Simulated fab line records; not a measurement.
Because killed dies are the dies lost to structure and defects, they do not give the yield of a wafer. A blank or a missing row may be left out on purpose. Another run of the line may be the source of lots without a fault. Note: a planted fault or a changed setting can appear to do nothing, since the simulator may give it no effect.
Which tool is to blame? / flow ritCmos / 14 lots with 42 wafers sampled at 5 steps, on a route of 202 steps

WHAT THE GAUGES SHOWED, per wafer
RIT_SILICIDE_THK_MEAS_03: measures by xrf. Usual: SILICIDE_TI_THK gives 30.1 nm (standard deviation 0.39).
lot=L614; measured=day 3 08:20; on=filmMetro-01; SILICIDE_TI_THK (nm)=29.4 28.9 29.4; flag=
lot=L615; measured=day 3 12:18; on=filmMetro-02; SILICIDE_TI_THK (nm)=30.6 30.3 30.8; flag=
lot=L617; measured=day 4 00:35; on=filmMetro-03; SILICIDE_TI_THK (nm)=30.2 29.8 30.4; flag=
lot=L618; measured=day 4 04:56; on=filmMetro-02; SILICIDE_TI_THK (nm)=30.4 30.4 30.7; flag=
lot=L619; measured=day 4 10:33; on=filmMetro-01; SILICIDE_TI_THK (nm)=29.6 29.8 29.8; flag=
lot=L625; measured=day 5 14:43; on=filmMetro-02; SILICIDE_TI_THK (nm)=30.3 30.3 30.3; flag=
lot=L626; measured=day 5 18:48; on=filmMetro-02; SILICIDE_TI_THK (nm)=30.0 29.7 30.1; flag=
lot=L627; measured=day 6 01:10; on=filmMetro-01; SILICIDE_TI_THK (nm)=30.1 30.1 30.1; flag=
lot=L629; measured=day 6 10:25; on=filmMetro-02; SILICIDE_TI_THK (nm)=29.8 30.0 29.7; flag=
lot=L631; measured=day 6 21:35; on=filmMetro-02; SILICIDE_TI_THK (nm)=30.3 29.9 30.6; flag=
lot=L633; measured=day 7 06:37; on=filmMetro-01; SILICIDE_TI_THK (nm)=29.6 29.8 29.6; flag=
lot=L634; measured=day 7 10:25; on=filmMetro-02; SILICIDE_TI_THK (nm)=30.4 30.5 30.3; flag=
lot=L635; measured=day 7 17:11; on=filmMetro-02; SILICIDE_TI_THK (nm)=30.6 30.5 30.6; flag=
lot=L636; measured=day 7 21:59; on=filmMetro-02; SILICIDE_TI_THK (nm)=30.3 30.1 30.3; flag=

RIT_M1_CD_MEAS_90: target cd 2600 nm. Usual: cdNm 2599.7 nm, standard deviation 2.8.
lot=L614; measured=day 3 13:17; on=cdSem-02; cdNm (nm)=2601.2 2601.5 2599.8; flag=
lot=L615; measured=day 3 17:17; on=cdSem-02; cdNm (nm)=2598.7 2600.3 2596.5; flag=
lot=L617; measured=day 4 05:42; on=cdSem-01; cdNm (nm)=2598.2 2598.0 2596.9; flag=
lot=L618; measured=day 4 10:01; on=cdSem-02; cdNm (nm)=2600.0 2600.5 2603.6; flag=
lot=L619; measured=day 4 15:38; on=cdSem-01; cdNm (nm)=2600.4 2600.7 2601.4; flag=
lot=L625; measured=day 5 19:46; on=cdSem-01; cdNm (nm)=2598.9 2597.5 2601.8; flag=
lot=L626; measured=day 5 23:49; on=cdSem-01; cdNm (nm)=- - -; flag=OFF
lot=L627; measured=day 6 06:13; on=cdSem-02; cdNm (nm)=- - -; flag=OFF
lot=L629; measured=day 6 15:34; on=cdSem-02; cdNm (nm)=2602.1 2599.5 2600.0; flag=
lot=L631; measured=day 7 02:55; on=cdSem-02; cdNm (nm)=2599.6 2599.0 2597.8; flag=
lot=L633; measured=day 7 12:12; on=cdSem-02; cdNm (nm)=2595.3 2595.2 2596.1; flag=
lot=L634; measured=day 7 15:52; on=cdSem-02; cdNm (nm)=2598.1 2596.5 2597.7; flag=
lot=L635; measured=day 7 22:23; on=cdSem-01; cdNm (nm)=2595.1 2594.7 2598.0; flag=
lot=L636; measured=day 8 03:10; on=cdSem-02; cdNm (nm)=2600.0 2598.4 2599.6; flag=

WHAT TOOL EACH LOT RAN ON (gives the tool, then ch and the chambers of the sampled wafers, and finally the start)
lot=L614; RIT_SPACER_ETCHBACK_05=rieDiel-02 ch 0,2,3, day 3 04:02; RIT_CONTACT_CVD_00=pecvd-01 ch 0,1,2, day 3 08:34; RIT_M1_METAL_ETCH_12=rieMetal-04 ch 0,1, day 3 12:46
lot=L615; RIT_SPACER_ETCHBACK_05=rieDiel-02 ch 0,1,2, day 3 07:59; RIT_CONTACT_CVD_00=pecvd-04 ch 0,1,2, day 3 12:32; RIT_M1_METAL_ETCH_12=rieMetal-02 ch 0,1, day 3 16:47
lot=L617; RIT_SPACER_ETCHBACK_05=rieDiel-01 ch 0,1,2, day 3 20:08; RIT_CONTACT_CVD_00=pecvd-01 ch 0,2, day 4 00:48; RIT_M1_METAL_ETCH_12=rieMetal-04 ch 0,1, day 4 05:11
lot=L618; RIT_SPACER_ETCHBACK_05=rieDiel-02 ch 0,2,3, day 4 00:19; RIT_CONTACT_CVD_00=pecvd-04 ch 0,1, day 4 05:10; RIT_M1_METAL_ETCH_12=rieMetal-02 ch 0,1, day 4 09:28
lot=L619; RIT_SPACER_ETCHBACK_05=rieDiel-04 ch 2,3, day 4 05:53; RIT_CONTACT_CVD_00=pecvd-03 ch 0,1, day 4 10:46; RIT_M1_METAL_ETCH_12=rieMetal-03 ch 0,1, day 4 15:08
lot=L625; RIT_SPACER_ETCHBACK_05=rieDiel-04 ch 0,2, day 5 10:24; RIT_CONTACT_CVD_00=pecvd-03 ch 0,1, day 5 14:56; RIT_M1_METAL_ETCH_12=rieMetal-03 ch 0,1, day 5 19:14
lot=L626; RIT_SPACER_ETCHBACK_05=rieDiel-01 ch 0,2,3, day 5 14:13; RIT_CONTACT_CVD_00=pecvd-01 ch 0,1, day 5 19:02; RIT_M1_METAL_ETCH_12=rieMetal-04 ch 0,1, day 5 23:18
lot=L627; RIT_SPACER_ETCHBACK_05=rieDiel-04 ch 0,2, day 5 20:52; RIT_CONTACT_CVD_00=pecvd-04 ch 0,1,2, day 6 01:24; RIT_M1_METAL_ETCH_12=rieMetal-02 ch 0,1, day 6 05:42
lot=L629; RIT_SPACER_ETCHBACK_05=rieDiel-02 ch 0,2, day 6 05:59; RIT_CONTACT_CVD_00=pecvd-01 ch 1,2, day 6 10:38; RIT_M1_METAL_ETCH_12=rieMetal-04 ch 0,1, day 6 15:04
lot=L631; RIT_SPACER_ETCHBACK_05=rieDiel-01 ch 0,1, day 6 17:17; RIT_CONTACT_CVD_00=pecvd-03 ch 0,1,2, day 6 21:49; RIT_M1_METAL_ETCH_12=rieMetal-04 ch 0,1, day 7 02:25
lot=L633; RIT_SPACER_ETCHBACK_05=rieDiel-01 ch 0,2,3, day 7 02:25; RIT_CONTACT_CVD_00=pecvd-04 ch 1,2, day 7 06:50; RIT_M1_METAL_ETCH_12=rieMetal-04 ch 0,1, day 7 11:41
lot=L634; RIT_SPACER_ETCHBACK_05=rieDiel-01 ch 2,3, day 7 05:59; RIT_CONTACT_CVD_00=pecvd-03 ch 0,2, day 7 10:42; RIT_M1_METAL_ETCH_12=rieMetal-02 ch 0, day 7 15:11
lot=L635; RIT_SPACER_ETCHBACK_05=rieDiel-02 ch 1,3, day 7 12:41; RIT_CONTACT_CVD_00=pecvd-01 ch 0,1,2, day 7 17:28; RIT_M1_METAL_ETCH_12=rieMetal-03 ch 0, day 7 21:52
lot=L636; RIT_SPACER_ETCHBACK_05=rieDiel-04 ch 2,3, day 7 17:27; RIT_CONTACT_CVD_00=pecvd-04 ch 0,2, day 7 22:12; RIT_M1_METAL_ETCH_12=rieMetal-04 ch 0,1, day 8 02:29
- RIT_SPACER_ETCHBACK_05: etches Si3N4 in SF6/CHF3, stops on SiO2, target depth 250 nm, time 240 s.
- RIT_CONTACT_CVD_00: deposits SiO2 from TEOS, target thk 400 nm, time 61 s.
- RIT_M1_METAL_ETCH_12: etches Al in Cl2/BCl3, stops on SiO2, time 165 s, target depth 600 nm.

AS READ BY THE TOOLS THEMSELVES (means over the sampled wafers that have a number; for cases with no such wafer, the mark the record gives instead)
RIT_SPACER_ETCHBACK_05. Usual: drypumpMotorCurrentA 5.6 A, standard deviation 0.55; oesProductAu 0.845 a.u., standard deviation 0.011; throttleValvePct 10.28 %, standard deviation 0.1.
lot=L614; tool=rieDiel-02; drypumpMotorCurrentA (A)=5.5; oesProductAu (a.u.)=0.837; throttleValvePct (%)=10.35; flag=
lot=L615; tool=rieDiel-02; drypumpMotorCurrentA (A)=5.4; oesProductAu (a.u.)=0.830; throttleValvePct (%)=10.27; flag=
lot=L617; tool=rieDiel-01; drypumpMotorCurrentA (A)=5.5; oesProductAu (a.u.)=0.839; throttleValvePct (%)=10.25; flag=
lot=L618; tool=rieDiel-02; drypumpMotorCurrentA (A)=5.5; oesProductAu (a.u.)=0.841; throttleValvePct (%)=10.36; flag=
lot=L619; tool=rieDiel-04; drypumpMotorCurrentA (A)=5.3; oesProductAu (a.u.)=0.846; throttleValvePct (%)=10.34; flag=
lot=L625; tool=rieDiel-04; drypumpMotorCurrentA (A)=5.1; oesProductAu (a.u.)=0.855; throttleValvePct (%)=10.34; flag=
lot=L626; tool=rieDiel-01; drypumpMotorCurrentA (A)=5.7; oesProductAu (a.u.)=0.850; throttleValvePct (%)=10.16; flag=
lot=L627; tool=rieDiel-04; drypumpMotorCurrentA (A)=5.0; oesProductAu (a.u.)=0.839; throttleValvePct (%)=10.33; flag=
lot=L629; tool=rieDiel-02; drypumpMotorCurrentA (A)=5.7; oesProductAu (a.u.)=0.833; throttleValvePct (%)=10.36; flag=
lot=L631; tool=rieDiel-01; drypumpMotorCurrentA (A)=5.5; oesProductAu (a.u.)=0.832; throttleValvePct (%)=10.20; flag=
lot=L633; tool=rieDiel-01; drypumpMotorCurrentA (A)=5.7; oesProductAu (a.u.)=0.842; throttleValvePct (%)=10.17; flag=
lot=L634; tool=rieDiel-01; drypumpMotorCurrentA (A)=5.7; oesProductAu (a.u.)=0.847; throttleValvePct (%)=10.22; flag=
lot=L635; tool=rieDiel-02; drypumpMotorCurrentA (A)=4.9; oesProductAu (a.u.)=0.864; throttleValvePct (%)=10.23; flag=
lot=L636; tool=rieDiel-04; drypumpMotorCurrentA (A)=5.3; oesProductAu (a.u.)=0.858; throttleValvePct (%)=10.33; flag=

RIT_CONTACT_CVD_00. Usual: heaterPowerW 318 W, standard deviation 54.
lot=L614; tool=pecvd-01; heaterPowerW (W)=349; flag=
lot=L615; tool=pecvd-04; heaterPowerW (W)=306; flag=
lot=L617; tool=pecvd-01; heaterPowerW (W)=351; flag=
lot=L618; tool=pecvd-04; heaterPowerW (W)=265; flag=
lot=L619; tool=pecvd-03; heaterPowerW (W)=255; flag=
lot=L625; tool=pecvd-03; heaterPowerW (W)=236; flag=
lot=L626; tool=pecvd-01; heaterPowerW (W)=394; flag=
lot=L627; tool=pecvd-04; heaterPowerW (W)=302; flag=
lot=L629; tool=pecvd-01; heaterPowerW (W)=329; flag=
lot=L631; tool=pecvd-03; heaterPowerW (W)=293; flag=
lot=L633; tool=pecvd-04; heaterPowerW (W)=289; flag=
lot=L634; tool=pecvd-03; heaterPowerW (W)=296; flag=
lot=L635; tool=pecvd-01; heaterPowerW (W)=366; flag=
lot=L636; tool=pecvd-04; heaterPowerW (W)=339; flag=

RIT_M1_METAL_ETCH_12. Usual: bcl3FlowSccm 50.01 sccm, standard deviation 0.15; chamberPressureMTorr 100.00 mTorr, standard deviation 0.087; drypumpMotorCurrentA 5.4 A, standard deviation 0.53; oesProductAu 0.780 a.u., standard deviation 0.014; throttleValvePct 8.23 %, standard deviation 0.13.
lot=L614; tool=rieMetal-04; bcl3FlowSccm (sccm)=49.94; chamberPressureMTorr (mTorr)=100.01; drypumpMotorCurrentA (A)=5.2; oesProductAu (a.u.)=0.770; throttleValvePct (%)=8.24; flag=
lot=L615; tool=rieMetal-02; bcl3FlowSccm (sccm)=49.99; chamberPressureMTorr (mTorr)=99.98; drypumpMotorCurrentA (A)=5.6; oesProductAu (a.u.)=0.791; throttleValvePct (%)=8.36; flag=
lot=L617; tool=rieMetal-04; bcl3FlowSccm (sccm)=50.06; chamberPressureMTorr (mTorr)=100.01; drypumpMotorCurrentA (A)=5.3; oesProductAu (a.u.)=0.780; throttleValvePct (%)=8.31; flag=
lot=L618; tool=rieMetal-02; bcl3FlowSccm (sccm)=50.20; chamberPressureMTorr (mTorr)=100.04; drypumpMotorCurrentA (A)=5.1; oesProductAu (a.u.)=0.794; throttleValvePct (%)=8.23; flag=
lot=L619; tool=rieMetal-03; bcl3FlowSccm (sccm)=50.01; chamberPressureMTorr (mTorr)=99.98; drypumpMotorCurrentA (A)=5.6; oesProductAu (a.u.)=0.783; throttleValvePct (%)=8.15; flag=
lot=L625; tool=rieMetal-03; bcl3FlowSccm (sccm)=49.95; chamberPressureMTorr (mTorr)=100.05; drypumpMotorCurrentA (A)=5.9; oesProductAu (a.u.)=0.787; throttleValvePct (%)=8.15; flag=
lot=L626; tool=rieMetal-04; bcl3FlowSccm (sccm)=-; chamberPressureMTorr (mTorr)=-; drypumpMotorCurrentA (A)=-; oesProductAu (a.u.)=-; throttleValvePct (%)=-; flag=OFF
lot=L627; tool=rieMetal-02; bcl3FlowSccm (sccm)=-; chamberPressureMTorr (mTorr)=-; drypumpMotorCurrentA (A)=-; oesProductAu (a.u.)=-; throttleValvePct (%)=-; flag=OFF
lot=L629; tool=rieMetal-04; bcl3FlowSccm (sccm)=49.93; chamberPressureMTorr (mTorr)=100.02; drypumpMotorCurrentA (A)=5.3; oesProductAu (a.u.)=0.777; throttleValvePct (%)=8.30; flag=
lot=L631; tool=rieMetal-04; bcl3FlowSccm (sccm)=50.11; chamberPressureMTorr (mTorr)=100.00; drypumpMotorCurrentA (A)=5.3; oesProductAu (a.u.)=0.772; throttleValvePct (%)=8.32; flag=
lot=L633; tool=rieMetal-04; bcl3FlowSccm (sccm)=50.02; chamberPressureMTorr (mTorr)=99.99; drypumpMotorCurrentA (A)=5.2; oesProductAu (a.u.)=0.769; throttleValvePct (%)=8.25; flag=
lot=L634; tool=rieMetal-02; bcl3FlowSccm (sccm)=49.97; chamberPressureMTorr (mTorr)=100.02; drypumpMotorCurrentA (A)=4.6; oesProductAu (a.u.)=0.776; throttleValvePct (%)=8.10; flag=
lot=L635; tool=rieMetal-03; bcl3FlowSccm (sccm)=50.00; chamberPressureMTorr (mTorr)=99.98; drypumpMotorCurrentA (A)=6.2; oesProductAu (a.u.)=0.786; throttleValvePct (%)=8.15; flag=
lot=L636; tool=rieMetal-04; bcl3FlowSccm (sccm)=49.94; chamberPressureMTorr (mTorr)=99.93; drypumpMotorCurrentA (A)=5.2; oesProductAu (a.u.)=0.773; throttleValvePct (%)=8.25; flag=

THE ANSWER, worked out from the rows above alone
Rule: take the mean of a lot's wafers that have a number; if it is more than 3 standard deviations from the usual mean, the lot is off. A lot without any number at a reading at which 4 lots or more have one is off too. All remaining lots with rows at the step are treated as sound. First the gauges in route order, then the tools' own readings, where a lot's mean is used as printed above. At the first step where some lot is off, the reading lying furthest off is the one used; lots without a number count as furthest.
Off: L626, L627 (RIT_M1_CD_MEAS_90, cdNm). Without a number there: L626, L627.
If a tool, at a process step before that reading, ran all the lots that are off and no sound lot after the first of them, it fits. Not tried: the gauges at RIT_M1_CD_MEAS_90; whatever is off there is also off at RIT_M1_METAL_ETCH_12, on other tools, and gauge error can't account for it. Not one of the candidates tried fits.

WHAT THE SIMULATOR HAD INSERTED
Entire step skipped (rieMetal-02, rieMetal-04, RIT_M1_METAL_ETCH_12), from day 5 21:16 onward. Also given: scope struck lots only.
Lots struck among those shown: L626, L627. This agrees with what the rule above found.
